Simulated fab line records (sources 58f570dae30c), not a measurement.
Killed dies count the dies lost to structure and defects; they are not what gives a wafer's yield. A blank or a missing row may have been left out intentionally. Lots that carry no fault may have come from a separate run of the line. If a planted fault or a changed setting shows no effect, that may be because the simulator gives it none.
8D (eight disciplines) problem report, filled in by code ; flow berkeley cmos170 ; the parts of the form that need people (team, actions taken, sign-off) are left out

1. PROBLEM STATEMENT
Mean GATE_POLY_THK at UCB170_GATE_THK_MEAS_05: 185.7 nm over 9 wafers in 3 lots; fault-free wafers: 214.4 nm, standard deviation 1.9. That is -15 standard deviations from the usual mean.
First observed at day 10 11:46: wafer L815.1, on film metro-04. Wafers with a number at this step in the record: 45, from 15 lots. Rule for "out" (also "out of limits"): further than 4 standard deviations from the usual mean. The other wafers with a number count as sound.

2. WHAT IT IS AND WHAT IT IS NOT
question;is;is not
which readings at this step;GATE_POLY_THK;-
which lots;L815, L817, L818;L802, L804, L805, L806, L807, L808, L812, L813, L814, L816, L821, L822
which wafers of those lots;all that have a number;-
read on which gauges;film metro-01, film metro-03, film metro-04;-
when;from day 10 11:46;"up to then (30 sound wafers); but 6 sound wafers of L821, L822 came after"

3. WHAT RULES OUT EACH SUSPECT
Counting: a tool at any process step up to the reading remains a suspect when it ran all the lots that are out and ran no sound lot after the first of those.
- ruled out: the gauge at UCB170_GATE_THK_MEAS_05. 3 gauges (film metro-01, film metro-03, film metro-04) read the wafers that are out.
- lpcvd-01 at UCB170_GATE_CVD_04 (deposits poly-Si from SiH4, time 1440 s, target thk 214 nm): kept. It ran every lot that is out, first L815 (day 10 10:19), and no sound lot after that; its last sound lot up to then is L814 (day 9 18:23).
The count leaves lpcvd-01 at UCB170_GATE_CVD_04.

4. THE CAUSE (what the simulator had put in)
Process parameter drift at UCB170_GATE_CVD_04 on lpcvd-01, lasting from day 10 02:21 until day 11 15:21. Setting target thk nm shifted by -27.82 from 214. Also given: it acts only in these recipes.
The count eliminated every tool but this one.

5. THE CHAIN OF EFFECTS, in route order
Rows list readings where the struck wafers' mean (over those with a number) sits beyond 3 standard deviations from the usual. Only readings whose record carries a usual standard deviation are examined. hours: median over the lots of the time between each lot's start at the first step of this table that gives one and its start at this step. sigmas: the change, counted in usual standard deviations.
hours;step;reading;usual;on struck wafers;change;sigmas
0;UCB170_GATE_THK_MEAS_05;GATE_POLY_THK;214.4 nm;185.7;-28.7;-15
2;UCB170_GATE_ETCH_15;oes product au;0.839 a.u.;0.762;-0.077;-6.4
Here are the process steps it includes:
- UCB170_GATE_ETCH_15: etches poly-Si in HBr/Cl2, stops on SiO2, time 56.3 s, target depth 278.2 nm.
At these later measuring or inspecting steps, every struck wafer for which the step has a row has a number for every such reading, and none has moved that far: UCB170_GATE_CD_MEAS_90.

6. WHAT WOULD HAVE CAUGHT IT SOONER
Counted from the fault's start at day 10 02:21, it took 9 hours until the first out-of-limits reading at a measuring or inspecting step in this record, taken at day 10 11:46.
By day 10 11:46, every lot that is out (3) had started UCB170_GATE_CVD_04 on lpcvd-01. Tool hold at that time: it would have spared none of them.
